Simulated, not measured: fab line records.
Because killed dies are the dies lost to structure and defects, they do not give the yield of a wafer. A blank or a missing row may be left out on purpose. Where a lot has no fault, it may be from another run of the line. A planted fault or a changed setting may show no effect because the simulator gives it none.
fab line records + flow rit-cmos
record
- lots=15
- wafers=45
- last-day=7
route steps=202 shown ACTIVE@17 PWELL@52 GATE@85 PLDD@123 M1@202
lots that met no fault: taken from a fault-free run of the same line
start-h: hours from the record's first day to the start of the lot's first wafer shown + wait-h: hours from the lot's prior step to this one + " as in the row above + L1.1+2: one row covering several wafers at once + - no value, or no start given + * or withheld: withheld + < > ~ a bound
route shown NAME@n: a module of which the file shows steps, and the number in the route of the first + usual: mean and standard deviation over wafers with no fault + same: alike in all rows + chamber/n: place in a boat + sites: the reading at each site + _std_site: the standard deviation of these + _edge_site: inner sites' mean taken away from outer sites' mean + radius-mm: how far each site lies from the wafer's centre + mask NAME#n: copy n + behind: the most recent tool/chamber to have shaped the wafer + hold: the reason the lot was held/the length of the hold in hours/how it ended + device: the n, p or np transistor that did not switch + end of line: the tests these same wafers got at the end of their route + a step with no rows: only its recipe + killed: dies lost to structure and defects at the first sort, not the wafer's yield + map: a wafer's dies, x killed, . not, _ none there
set.NAME: the run value of the setting; set.NAME@STEP: its run value at that earlier step + model.NAME: the simulator's own value behind a step, which no gauge read
a sample of lots followed through the steps of the route, with each step as a table and each wafer as a row
services: from which hour (start-h, from the record's first day; less than 0 if before it) a tool's chamber was out of use, for how many hours, and why
## steps
# step RIT_ACTIVE_CLEAN_15
# recipe
- chemistry=SC1
- mix=3:3:50
- time-s=600
- temp-c=75
# usual
- run-length-s=628/3.4
- temp-c=75.01/0.11
| lot.wafer | tool         | chamber | start-h | wait-h | run-length-s | temp-c |
|-----------|--------------|---------|---------|--------|--------------|--------|
| L458.1    | wet-bench-04 | 2       | 22.52   | 0.1    | 626          | 75.17  |
| L458.2    | "            | 2       | "       | "      | 626          | 74.98  |
| L458.5    | "            | 2       | "       | "      | 626          | 75.05  |
| L459.1    | wet-bench-02 | 1       | 25.14   | 0.1    | 633          | 75.14  |
| L459.3    | "            | 1       | "       | "      | 633          | 75.20  |
| L459.5    | "            | 1       | "       | "      | 633          | 75.01  |
| L460.1    | wet-bench-03 | 3       | 30.26   | 0.1    | 626          | 75.04  |
| L460.2    | "            | 3       | "       | "      | 626          | 74.97  |
| L460.6    | "            | 3       | "       | "      | 626          | 74.85  |
| L461.2    | wet-bench-04 | 3       | 35.25   | 0.1    | 627          | 75.07  |
| L461.4    | "            | 3       | "       | "      | 627          | 74.87  |
| L461.5    | "            | 3       | "       | "      | 627          | 74.80  |
| L462.2    | wet-bench-04 | 2       | 41.40   | 0.1    | 627          | 74.78  |
| L462.3    | "            | 2       | "       | "      | 627          | 75.06  |
| L462.6    | "            | 2       | "       | "      | 627          | 74.80  |
| L464.1    | wet-bench-02 | 1       | 50.35   | 0.1    | 626          | 75.12  |
| L464.3    | "            | 1       | "       | "      | 626          | 75.21  |
| L464.5    | "            | 1       | "       | "      | 626          | 75.12  |
| L465.1    | wet-bench-02 | 0       | 55.78   | 0.1    | 623          | 75.15  |
| L465.2    | "            | 0       | "       | "      | 623          | 75.00  |
| L465.3    | "            | 0       | "       | "      | 623          | 75.12  |
| L466.2    | wet-bench-04 | 1       | 60.60   | 0.1    | 626          | 74.94  |
| L466.3    | "            | 1       | "       | "      | 626          | 74.94  |
| L466.6    | "            | 1       | "       | "      | 626          | 74.96  |
| L468.2    | wet-bench-04 | 3       | 70.14   | 0.1    | 628          | 74.92  |
| L468.3    | "            | 3       | "       | "      | 628          | 75.07  |
| L468.5    | "            | 3       | "       | "      | 628          | 75.07  |
| L470.2    | wet-bench-02 | 1       | 80.26   | 0.1    | 627          | 74.84  |
| L470.4    | "            | 1       | "       | "      | 627          | 75.06  |
| L470.5    | "            | 1       | "       | "      | 627          | 74.91  |
| L475.1    | wet-bench-04 | 0       | 105.14  | 0.1    | 599          | 75.20  |
| L475.4    | "            | 0       | "       | "      | 599          | 74.93  |
| L475.6    | "            | 0       | "       | "      | 599          | 75.03  |
| L477.1    | wet-bench-04 | 2       | 117.88  | 0.1    | 600          | 74.78  |
| L477.2    | "            | 2       | "       | "      | 600          | 75.08  |
| L477.3    | "            | 2       | "       | "      | 600          | 74.98  |
| L478.2    | wet-bench-04 | 3       | 121.57  | 0.1    | 600          | 75.21  |
| L478.4    | "            | 3       | "       | "      | 600          | 75.21  |
| L478.5    | "            | 3       | "       | "      | 600          | 75.08  |
| L479.3    | wet-bench-03 | 1       | 125.79  | 0.1    | 634          | 75.06  |
| L479.5    | "            | 1       | "       | "      | 634          | 74.92  |
| L479.6    | "            | 1       | "       | "      | 634          | 75.12  |
| L480.1    | wet-bench-03 | 0       | 131.04  | 0.1    | 632          | 75.12  |
| L480.5    | "            | 0       | "       | "      | 632          | 75.09  |
| L480.6    | "            | 0       | "       | "      | 632          | 75.14  |
# step RIT_WELLDRIVE_RS_MEAS_02
# recipe
- thk-meas-gauge=four-point-probe
# usual
- PWELL_RS=429.7/1.3
| lot.wafer | tool          | chamber | start-h | wait-h | PWELL_RS[ohm/sq] |
|-----------|---------------|---------|---------|--------|------------------|
| L458.1    | film-metro-03 | -       | 35.24   | 0.1    | 430.0            |
| L458.2    | "             | -       | "       | "      | 429.7            |
| L458.5    | "             | -       | "       | "      | 430.8            |
| L459.1    | film-metro-04 | -       | 38.16   | 0.1    | 429.3            |
| L459.3    | "             | -       | "       | "      | 429.0            |
| L459.5    | "             | -       | "       | "      | 428.5            |
| L460.1    | film-metro-03 | -       | 42.94   | 0.1    | 431.8            |
| L460.2    | "             | -       | "       | "      | 430.3            |
| L460.6    | "             | -       | "       | "      | 430.5            |
| L461.2    | film-metro-03 | -       | 48.05   | 0.1    | 428.8            |
| L461.4    | "             | -       | "       | "      | 429.6            |
| L461.5    | "             | -       | "       | "      | 428.4            |
| L462.2    | film-metro-03 | -       | 55.20   | 0.1    | 427.9            |
| L462.3    | "             | -       | "       | "      | 430.4            |
| L462.6    | "             | -       | "       | "      | 430.0            |
| L464.1    | film-metro-03 | -       | 63.96   | 0.1    | 428.3            |
| L464.3    | "             | -       | "       | "      | 426.5            |
| L464.5    | "             | -       | "       | "      | 426.9            |
| L465.1    | film-metro-03 | -       | 68.57   | 0.1    | 428.9            |
| L465.2    | "             | -       | "       | "      | 429.9            |
| L465.3    | "             | -       | "       | "      | 428.7            |
| L466.2    | film-metro-04 | -       | 74.23   | 0.1    | 429.9            |
| L466.3    | "             | -       | "       | "      | 430.0            |
| L466.6    | "             | -       | "       | "      | 429.9            |
| L468.2    | film-metro-02 | -       | 83.53   | 0.1    | 431.8            |
| L468.3    | "             | -       | "       | "      | 431.5            |
| L468.5    | "             | -       | "       | "      | 431.2            |
| L470.2    | film-metro-02 | -       | 92.86   | 0.1    | 428.8            |
| L470.4    | "             | -       | "       | "      | 428.4            |
| L470.5    | "             | -       | "       | "      | 428.9            |
| L475.1    | film-metro-02 | -       | 121.68  | 0.1    | 432.1            |
| L475.4    | "             | -       | "       | "      | 431.2            |
| L475.6    | "             | -       | "       | "      | 430.7            |
| L477.1    | film-metro-04 | -       | 133.33  | 0.1    | 429.5            |
| L477.2    | "             | -       | "       | "      | 429.2            |
| L477.3    | "             | -       | "       | "      | 429.5            |
| L478.2    | film-metro-03 | -       | 138.44  | 0.1    | 430.7            |
| L478.4    | "             | -       | "       | "      | 430.6            |
| L478.5    | "             | -       | "       | "      | 429.5            |
| L479.3    | film-metro-04 | -       | 140.82  | 0.1    | 428.3            |
| L479.5    | "             | -       | "       | "      | 427.5            |
| L479.6    | "             | -       | "       | "      | 428.5            |
| L480.1    | film-metro-02 | -       | 145.07  | 0.1    | 429.8            |
| L480.5    | "             | -       | "       | "      | 431.7            |
| L480.6    | "             | -       | "       | "      | 429.9            |
# step RIT_GATE_THK_MEAS_09
# recipe
- reads=poly-Si_of_GATE_CVD_08
# usual
- GATE_POLY_THK=249.1/2.6
| lot.wafer | tool          | chamber | start-h | wait-h | GATE_POLY_THK[nm] |
|-----------|---------------|---------|---------|--------|-------------------|
| L458.1    | film-metro-02 | -       | 42.06   | 0.0    | 246.2             |
| L458.2    | "             | -       | "       | "      | 245.6             |
| L458.5    | "             | -       | "       | "      | 244.6             |
| L459.1    | film-metro-03 | -       | 45.42   | 0.0    | 248.6             |
| L459.3    | "             | -       | "       | "      | 249.5             |
| L459.5    | "             | -       | "       | "      | 248.5             |
| L460.1    | film-metro-01 | -       | 50.07   | 0.0    | 245.1             |
| L460.2    | "             | -       | "       | "      | 246.2             |
| L460.6    | "             | -       | "       | "      | 245.9             |
| L461.2    | film-metro-02 | -       | 57.59   | 0.0    | 252.0             |
| L461.4    | "             | -       | "       | "      | 252.2             |
| L461.5    | "             | -       | "       | "      | 253.4             |
| L462.2    | film-metro-03 | -       | 62.54   | 0.0    | 250.5             |
| L462.3    | "             | -       | "       | "      | 251.9             |
| L462.6    | "             | -       | "       | "      | 249.6             |
| L464.1    | film-metro-02 | -       | 70.66   | 0.0    | 250.9             |
| L464.3    | "             | -       | "       | "      | 250.6             |
| L464.5    | "             | -       | "       | "      | 249.7             |
| L465.1    | film-metro-02 | -       | 75.40   | 0.0    | 248.4             |
| L465.2    | "             | -       | "       | "      | 248.8             |
| L465.3    | "             | -       | "       | "      | 245.2             |
| L466.2    | film-metro-01 | -       | 81.30   | 0.0    | 245.3             |
| L466.3    | "             | -       | "       | "      | 247.2             |
| L466.6    | "             | -       | "       | "      | 247.8             |
| L468.2    | film-metro-01 | -       | 90.22   | 0.0    | 248.3             |
| L468.3    | "             | -       | "       | "      | 248.5             |
| L468.5    | "             | -       | "       | "      | 250.5             |
| L470.2    | film-metro-02 | -       | 99.63   | 0.0    | 251.4             |
| L470.4    | "             | -       | "       | "      | 250.8             |
| L470.5    | "             | -       | "       | "      | 248.2             |
| L475.1    | film-metro-03 | -       | 131.45  | 0.0    | 251.3             |
| L475.4    | "             | -       | "       | "      | 250.4             |
| L475.6    | "             | -       | "       | "      | 251.9             |
| L477.1    | film-metro-01 | -       | 140.06  | 0.0    | 249.4             |
| L477.2    | "             | -       | "       | "      | 250.8             |
| L477.3    | "             | -       | "       | "      | 249.6             |
| L478.2    | film-metro-03 | -       | 145.59  | 0.0    | 251.7             |
| L478.4    | "             | -       | "       | "      | 249.0             |
| L478.5    | "             | -       | "       | "      | 248.8             |
| L479.3    | film-metro-02 | -       | 147.89  | 0.0    | 248.0             |
| L479.5    | "             | -       | "       | "      | 250.5             |
| L479.6    | "             | -       | "       | "      | 248.5             |
| L480.1    | film-metro-03 | -       | 151.90  | 0.0    | 246.6             |
| L480.5    | "             | -       | "       | "      | 248.0             |
| L480.6    | "             | -       | "       | "      | 248.0             |
# step RIT_PLDD_STRIP_09
# recipe
- chemistry=O2
- time-s=180
- resist=NOVOLAK
- platen-temp-c=withheld
- power-w=500
- pressure-mtorr=4000
- o2-flow-sccm=4000
# usual
- drypump-motor-current-A=5.6/0.44
| lot.wafer | tool            | chamber | start-h | wait-h | drypump-motor-current-A | rf-hours-counter-h |
|-----------|-----------------|---------|---------|--------|-------------------------|--------------------|
| L458.1    | plasma-asher-02 | 1       | 50.11   | 0.1    | 5.7                     | 25                 |
| L458.2    | "               | 0       | "       | "      | 5.6                     | 25                 |
| L458.5    | "               | 0       | "       | "      | 5.6                     | -                  |
| L459.1    | plasma-asher-04 | 0       | 52.78   | 0.1    | 5.0                     | 42                 |
| L459.3    | "               | 0       | "       | "      | 5.0                     | -                  |
| L459.5    | "               | 1       | "       | "      | 6.1                     | -                  |
| L460.1    | plasma-asher-04 | 0       | 57.40   | 0.1    | 5.0                     | 42                 |
| L460.2    | "               | 1       | "       | "      | 6.1                     | 42                 |
| L460.6    | "               | 1       | "       | "      | 6.1                     | -                  |
| L461.2    | plasma-asher-02 | 0       | 64.99   | 0.1    | 5.6                     | 27                 |
| L461.4    | "               | 0       | "       | "      | 5.6                     | -                  |
| L461.5    | "               | 0       | "       | "      | 5.6                     | -                  |
| L462.2    | plasma-asher-03 | 1       | 70.19   | 0.1    | 6.0                     | 40                 |
| L462.3    | "               | 1       | "       | "      | 6.0                     | -                  |
| L462.6    | "               | 1       | "       | "      | 6.0                     | -                  |
| L464.1    | plasma-asher-02 | 0       | 78.09   | 0.1    | 5.6                     | 28                 |
| L464.3    | "               | 1       | "       | "      | 5.7                     | -                  |
| L464.5    | "               | 1       | "       | "      | 5.7                     | -                  |
| L465.1    | plasma-asher-04 | 0       | 83.12   | 0.1    | 4.9                     | 45                 |
| L465.2    | "               | 1       | "       | "      | 6.1                     | 45                 |
| L465.3    | "               | 0       | "       | "      | 5.0                     | -                  |
| L466.2    | plasma-asher-04 | 0       | 89.05   | 0.1    | 5.0                     | 46                 |
| L466.3    | "               | 1       | "       | "      | 6.0                     | -                  |
| L466.6    | "               | 0       | "       | "      | 5.0                     | -                  |
| L468.2    | plasma-asher-04 | 0       | 97.57   | 0.1    | 5.0                     | 47                 |
| L468.3    | "               | 0       | "       | "      | 5.0                     | -                  |
| L468.5    | "               | 1       | "       | "      | 6.1                     | -                  |
| L470.2    | plasma-asher-04 | 1       | 107.29  | 0.1    | 6.1                     | 48                 |
| L470.4    | "               | 1       | "       | "      | 6.1                     | -                  |
| L470.5    | "               | 0       | "       | "      | 4.9                     | -                  |
| L475.1    | plasma-asher-04 | 0       | 138.78  | 0.1    | 5.0                     | 51                 |
| L475.4    | "               | 0       | "       | "      | 5.0                     | -                  |
| L475.6    | "               | 1       | "       | "      | 6.0                     | -                  |
| L477.1    | plasma-asher-03 | 1       | 147.74  | 0.1    | 6.0                     | 2                  |
| L477.2    | "               | 0       | "       | "      | 5.0                     | 2                  |
| L477.3    | "               | 0       | "       | "      | 5.0                     | -                  |
| L478.2    | plasma-asher-03 | 1       | 152.98  | 0.1    | 5.9                     | 2                  |
| L478.4    | "               | 1       | "       | "      | 5.9                     | -                  |
| L478.5    | "               | 1       | "       | "      | 6.0                     | -                  |
| L479.3    | plasma-asher-02 | 0       | 155.25  | 0.1    | 5.6                     | -                  |
| L479.5    | "               | 0       | "       | "      | 5.6                     | -                  |
| L479.6    | "               | 1       | "       | "      | 5.7                     | -                  |
| L480.1    | plasma-asher-02 | 0       | 159.40  | 0.1    | 5.6                     | 36                 |
| L480.5    | "               | 1       | "       | "      | 5.7                     | -                  |
| L480.6    | "               | 0       | "       | "      | 5.6                     | -                  |
# step RIT_M1_PROBE_99
# usual
- killed_at_M0_to_M3=0.0/0.16
- killed-at-contacts=0.1/0.24
- killed-at-front-end=6.7/2.9
- killed-dies=6.8/2.9
- killed-open=3.5/1.8
- killed-short=3.3/2.1
# same
- gross-dies=264
- killed_at_M4_up=0
- killed-at-back-side=0
- killed-at-other=0
| lot.wafer | tool      | chamber | start-h | wait-h | killed_at_M0_to_M3 | killed-at-contacts | killed-at-front-end | killed-dies | killed-open | killed-short |
|-----------|-----------|---------|---------|--------|--------------------|--------------------|---------------------|-------------|-------------|--------------|
| L458.1    | prober-01 | -       | 63.77   | 0.1    | 0                  | 0                  | 12                  | 12          | 7           | 5            |
| L458.2    | prober-01 | -       | 63.82   | 0.1    | 0                  | 0                  | 5                   | 5           | 2           | 3            |
| L458.5    | prober-01 | -       | 63.97   | 0.2    | 0                  | 0                  | 8                   | 8           | 3           | 5            |
| L459.1    | prober-02 | -       | 66.74   | 0.1    | 0                  | 0                  | 4                   | 4           | 0           | 4            |
| L459.3    | prober-02 | -       | 66.84   | 0.2    | 0                  | 0                  | 10                  | 10          | 6           | 3            |
| L459.5    | prober-02 | -       | 66.94   | 0.2    | 0                  | 0                  | 5                   | 5           | 0           | 4            |
| L460.1    | prober-01 | -       | 71.83   | 0.1    | 0                  | 0                  | 3                   | 3           | 2           | 1            |
| L460.2    | prober-01 | -       | 71.88   | 0.1    | 0                  | 0                  | 4                   | 4           | 4           | 0            |
| L460.6    | prober-01 | -       | 72.08   | 0.2    | 0                  | 0                  | 2                   | 2           | 2           | 0            |
| L461.2    | prober-02 | -       | 78.46   | 0.1    | 0                  | 0                  | 4                   | 4           | 3           | 1            |
| L461.4    | prober-02 | -       | 78.56   | 0.2    | 0                  | 0                  | 8                   | 8           | 4           | 4            |
| L461.5    | prober-02 | -       | 78.61   | 0.2    | 0                  | 0                  | 9                   | 9           | 2           | 7            |
| L462.2    | prober-01 | -       | 84.35   | 0.1    | 0                  | 0                  | 6                   | 6           | 4           | 2            |
| L462.3    | prober-01 | -       | 84.40   | 0.2    | 0                  | 0                  | 7                   | 7           | 5           | 2            |
| L462.6    | prober-01 | -       | 84.55   | 0.2    | 0                  | 0                  | 7                   | 7           | 5           | 2            |
| L464.1    | prober-01 | -       | 92.07   | 0.1    | 0                  | 0                  | 8                   | 8           | 2           | 6            |
| L464.3    | prober-01 | -       | 92.17   | 0.2    | 0                  | 0                  | 12                  | 12          | 6           | 6            |
| L464.5    | prober-01 | -       | 92.27   | 0.2    | 0                  | 0                  | 3                   | 3           | 2           | 1            |
| L465.1    | prober-02 | -       | 96.74   | 0.1    | 0                  | 0                  | 4                   | 4           | 3           | 1            |
| L465.2    | prober-02 | -       | 96.79   | 0.1    | 0                  | 0                  | 7                   | 7           | 2           | 5            |
| L465.3    | prober-02 | -       | 96.84   | 0.2    | 0                  | 1                  | 11                  | 12          | 6           | 6            |
| L466.2    | prober-01 | -       | 102.94  | 0.1    | 0                  | 0                  | 5                   | 5           | 1           | 4            |
| L466.3    | prober-01 | -       | 102.99  | 0.2    | 0                  | 0                  | 5                   | 5           | 3           | 2            |
| L466.6    | prober-01 | -       | 103.14  | 0.2    | 0                  | 0                  | 5                   | 5           | 2           | 3            |
| L468.2    | prober-01 | -       | 112.15  | 0.1    | 0                  | 0                  | 5                   | 5           | 4           | 1            |
| L468.3    | prober-01 | -       | 112.20  | 0.2    | 0                  | 0                  | 9                   | 9           | 4           | 5            |
| L468.5    | prober-01 | -       | 112.30  | 0.2    | 0                  | 0                  | 12                  | 12          | 8           | 4            |
| L470.2    | prober-01 | -       | 121.90  | 0.1    | 0                  | 0                  | 3                   | 3           | 3           | 0            |
| L470.4    | prober-01 | -       | 122.00  | 0.2    | 0                  | 0                  | 8                   | 8           | 7           | 1            |
| L470.5    | prober-01 | -       | 122.05  | 0.2    | 0                  | 0                  | 9                   | 9           | 6           | 3            |
| L475.1    | prober-01 | -       | 153.77  | 0.1    | 0                  | 0                  | 7                   | 7           | 4           | 3            |
| L475.4    | prober-01 | -       | 153.92  | 0.2    | 0                  | 1                  | 3                   | 4           | 3           | 1            |
| L475.6    | prober-01 | -       | 154.02  | 0.2    | 0                  | 0                  | 6                   | 6           | 5           | 1            |
| L477.1    | prober-01 | -       | 161.42  | 0.1    | 0                  | 0                  | 8                   | 8           | 3           | 5            |
| L477.2    | prober-01 | -       | 161.47  | 0.1    | 0                  | 0                  | 4                   | 4           | 2           | 2            |
| L477.3    | prober-01 | -       | 161.52  | 0.2    | 0                  | 0                  | 5                   | 5           | 4           | 1            |
| L478.2    | prober-02 | -       | 166.59  | 0.1    | 0                  | 0                  | 5                   | 5           | 4           | 1            |
| L478.4    | prober-02 | -       | 166.69  | 0.2    | 0                  | 0                  | 14                  | 14          | 6           | 8            |
| L478.5    | prober-02 | -       | 166.74  | 0.2    | 0                  | 0                  | 10                  | 10          | 4           | 6            |
| L479.3    | prober-02 | -       | 168.77  | 0.2    | 0                  | 1                  | 7                   | 8           | 3           | 5            |
| L479.5    | prober-02 | -       | 168.87  | 0.2    | 0                  | 0                  | 6                   | 6           | 4           | 2            |
| L479.6    | prober-02 | -       | 168.92  | 0.2    | 1                  | 0                  | 8                   | 9           | 4           | 5            |
| L480.1    | prober-01 | -       | 173.51  | 0.1    | 0                  | 0                  | 8                   | 8           | 4           | 4            |
| L480.5    | prober-01 | -       | 173.71  | 0.2    | 0                  | 0                  | 4                   | 4           | 1           | 3            |
| L480.6    | prober-01 | -       | 173.76  | 0.2    | 0                  | 0                  | 4                   | 4           | 3           | 1            |
# killed by level:class
L458.1 GATE:geometric-particle:open=4 GATE:geometric-particle:short=2 SPACER:geometric-particle:short=2 FOX1:geometric-particle:open=1 REOX:geometric-particle:open=1 SPACER:geometric-particle:open=1 SILICIDE:geometric-particle:short=1
L458.2 FOX1:geometric-particle:short=2 GATE:geometric-particle:open=1 REOX:geometric-particle:open=1 GATE:geometric-particle:short=1
L458.5 SPACER:geometric-particle:short=2 SILICIDE:geometric-particle:open=2 FOX1:geometric-particle:short=1 FOX2:geometric-particle:short=1 GATE:geometric-particle:short=1 REOX:geometric-particle:open=1
L459.1 GATE:geometric-particle:short=2 REOX:geometric-particle:short=1 SPACER:geometric-particle:short=1
L459.3 GATE:geometric-particle:open=4 FOX2:geometric-particle:short=1 GATE:geometric-particle:short=1 REOX:geometric-particle:open=1 REOX:geometric-particle:short=1 SILICIDE:geometric-particle:open=1 PWELL:coat-microbubble-printed=1
L459.5 FOX2:geometric-particle:short=2 REOX:geometric-particle:short=1 SILICIDE:geometric-particle:short=1 PWELL:coat-microbubble-printed=1
L460.1 GATE:geometric-particle:open=1 SPACER:geometric-particle:open=1 SILICIDE:geometric-particle:short=1
L460.2 GATE:geometric-particle:open=2 FOX1:geometric-particle:open=1 SILICIDE:geometric-particle:open=1
L460.6 SPACER:geometric-particle:open=1 SILICIDE:geometric-particle:open=1
L461.2 GATE:geometric-particle:open=1 GATE:geometric-particle:short=1 REOX:geometric-particle:open=1 SPACER:geometric-particle:open=1
L461.4 SPACER:geometric-particle:short=3 SPACER:geometric-particle:open=3 GATE:geometric-particle:open=1 GATE:geometric-particle:short=1
L461.5 GATE:geometric-particle:short=2 REOX:geometric-particle:short=2 SPACER:geometric-particle:short=2 FOX1:geometric-particle:open=1 SPACER:geometric-particle:open=1 SILICIDE:geometric-particle:short=1
L462.2 REOX:geometric-particle:open=2 SILICIDE:geometric-particle:open=2 FOX1:geometric-particle:short=1 GATE:geometric-particle:short=1
L462.3 REOX:geometric-particle:open=2 SILICIDE:geometric-particle:open=2 FOX1:geometric-particle:short=1 GATE:geometric-particle:short=1 SPACER:geometric-particle:open=1
L462.6 GATE:geometric-particle:open=3 FOX1:geometric-particle:short=1 FOX1:geometric-particle:open=1 REOX:geometric-particle:open=1 REOX:geometric-particle:short=1
L464.1 GATE:geometric-particle:short=3 REOX:geometric-particle:open=2 REOX:geometric-particle:short=1 SPACER:geometric-particle:short=1 SILICIDE:geometric-particle:short=1
L464.3 GATE:geometric-particle:short=4 GATE:geometric-particle:open=3 REOX:geometric-particle:open=2 FOX1:geometric-particle:open=1 FOX1:geometric-particle:short=1 SPACER:geometric-particle:short=1
L464.5 REOX:geometric-particle:open=1 SPACER:geometric-particle:short=1 SILICIDE:geometric-particle:open=1
L465.1 GATE:geometric-particle:open=2 FOX1:geometric-particle:open=1 FOX1:geometric-particle:short=1
L465.2 GATE:geometric-particle:short=3 FOX1:geometric-particle:short=1 SPACER:geometric-particle:open=1 SILICIDE:geometric-particle:short=1 SILICIDE:geometric-particle:open=1
L465.3 GATE:geometric-particle:open=3 GATE:geometric-particle:short=3 FOX1:geometric-particle:open=1 FOX1:geometric-particle:short=1 REOX:geometric-particle:open=1 SPACER:geometric-particle:open=1 SILICIDE:geometric-particle:short=1 CONTACT:geometric-particle:short=1
L466.2 GATE:geometric-particle:short=2 FOX1:geometric-particle:short=1 GATE:geometric-particle:open=1 SPACER:geometric-particle:short=1
L466.3 FOX1:geometric-particle:open=1 GATE:geometric-particle:short=1 REOX:geometric-particle:open=1 SPACER:geometric-particle:open=1 SPACER:geometric-particle:short=1
L466.6 GATE:geometric-particle:short=3 REOX:geometric-particle:open=1 SPACER:geometric-particle:open=1
L468.2 GATE:geometric-particle:open=2 REOX:geometric-particle:open=2 REOX:geometric-particle:short=1
L468.3 GATE:geometric-particle:open=3 GATE:geometric-particle:short=2 REOX:geometric-particle:short=1 SPACER:geometric-particle:open=1 SPACER:geometric-particle:short=1 SILICIDE:geometric-particle:short=1
L468.5 GATE:geometric-particle:open=4 GATE:geometric-particle:short=2 REOX:geometric-particle:open=2 SPACER:geometric-particle:open=2 REOX:geometric-particle:short=1 SILICIDE:geometric-particle:short=1
L470.2 GATE:geometric-particle:open=2 FOX2:geometric-particle:open=1
L470.4 FOX2:geometric-particle:open=2 REOX:geometric-particle:open=2 SILICIDE:geometric-particle:open=2 GATE:geometric-particle:open=1 REOX:geometric-particle:short=1
L470.5 REOX:geometric-particle:open=2 SILICIDE:geometric-particle:open=2 FOX2:geometric-particle:short=1 GATE:geometric-particle:open=1 REOX:geometric-particle:short=1 SPACER:geometric-particle:open=1 SILICIDE:geometric-particle:short=1
L475.1 SPACER:geometric-particle:open=2 FOX1:geometric-particle:open=1 GATE:geometric-particle:short=1 GATE:geometric-particle:open=1 SPACER:geometric-particle:short=1 SILICIDE:geometric-particle:short=1
L475.4 FOX1:geometric-particle:short=1 GATE:geometric-particle:open=1 SPACER:geometric-particle:open=1 CONTACT:geometric-particle:open=1
L475.6 REOX:geometric-particle:open=2 SPACER:geometric-particle:open=2 FOX2:geometric-particle:open=1 SPACER:geometric-particle:short=1
L477.1 FOX1:geometric-particle:short=2 GATE:geometric-particle:open=2 FOX1:geometric-particle:open=1 GATE:geometric-particle:short=1 REOX:geometric-particle:short=1 SPACER:geometric-particle:short=1
L477.2 GATE:geometric-particle:short=1 GATE:geometric-particle:open=1 SILICIDE:geometric-particle:short=1 SILICIDE:geometric-particle:open=1
L477.3 FOX1:geometric-particle:open=2 FOX1:geometric-particle:short=1 GATE:geometric-particle:open=1 SILICIDE:geometric-particle:open=1
L478.2 SILICIDE:geometric-particle:open=2 FOX1:geometric-particle:open=1 REOX:geometric-particle:short=1 SPACER:geometric-particle:open=1
L478.4 GATE:geometric-particle:short=4 FOX1:geometric-particle:short=3 REOX:geometric-particle:open=3 FOX1:geometric-particle:open=1 GATE:geometric-particle:open=1 REOX:geometric-particle:short=1 SPACER:geometric-particle:open=1
L478.5 GATE:geometric-particle:short=3 GATE:geometric-particle:open=3 SILICIDE:geometric-particle:short=2 FOX1:geometric-particle:short=1 REOX:geometric-particle:open=1
L479.3 GATE:geometric-particle:short=3 GATE:geometric-particle:open=2 REOX:geometric-particle:open=1 SPACER:geometric-particle:short=1 CONTACT:geometric-particle:short=1
L479.5 GATE:geometric-particle:open=3 GATE:geometric-particle:short=1 SPACER:geometric-particle:short=1 SPACER:geometric-particle:open=1
L479.6 FOX1:geometric-particle:short=3 GATE:geometric-particle:short=2 GATE:geometric-particle:open=2 SPACER:geometric-particle:open=1 M1:geometric-particle:open=1
L480.1 GATE:geometric-particle:open=4 REOX:geometric-particle:short=2 GATE:geometric-particle:short=1 SPACER:geometric-particle:short=1
L480.5 FOX1:geometric-particle:short=1 GATE:geometric-particle:short=1 REOX:geometric-particle:open=1 REOX:geometric-particle:short=1
L480.6 FOX2:geometric-particle:open=1 GATE:geometric-particle:open=1 GATE:geometric-particle:short=1 REOX:geometric-particle:open=1
## services
| tool            | chamber | start-h | hours | kind       |
|-----------------|---------|---------|-------|------------|
| plasma-asher-02 | -       | 6.35    | 0.8   | repair     |
| plasma-asher-02 | -       | 86.70   | 8.5   | repair     |
| wet-bench-04    | -       | 98.42   | 3.7   | repair     |
| plasma-asher-02 | -       | 108.22  | 1.9   | repair     |
| plasma-asher-03 | -       | 108.75  | 9.0   | pm         |
| plasma-asher-03 | 0       | 108.75  | 9.0   | vent-cycle |
| plasma-asher-03 | 1       | 108.75  | 9.0   | vent-cycle |
| plasma-asher-03 | 0       | 117.75  | -     | clean      |
| plasma-asher-03 | 1       | 117.75  | -     | clean      |
| plasma-asher-04 | -       | 119.81  | 1.1   | repair     |
| plasma-asher-03 | -       | 129.50  | 4.1   | repair     |
| plasma-asher-03 | -       | 135.38  | 6.6   | repair     |
| wet-bench-02    | -       | 157.90  | 4.2   | repair     |
| wet-bench-04    | -       | 158.48  | 1.9   | repair     |
## key
first-sign
- step=RIT_ACTIVE_CLEAN_15
- reading=run-length-s
- direction=down
- sigmas=8.5
- usual=*
- struck=*
effect none on later readings
met-at RIT_ACTIVE_CLEAN_15
struck-lots L475,L477,L478
tester-left-out L475,L477,L478
not-acting-at RIT_WELLDRIVE_RS_MEAS_02,RIT_GATE_THK_MEAS_09,RIT_PLDD_STRIP_09
onset-between 70.14 105.14
fault
- kind=process-parameter-drift
- tool=wet-bench-04
- chamber=-
- onset-h=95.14
- steps=RIT_ACTIVE_CLEAN_15
- channel=time-s
- offset=*
- shape=step
- end-h=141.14
- acts-in=*
- stated=*
# tester-left-out: of these lots the tester's yield and bins aren't shown, on N5 and GAA mostly nor the transistor test; their killed dies are dies lost to structure and defects alone, not to doping, threshold or leakage, so they don't give the yield
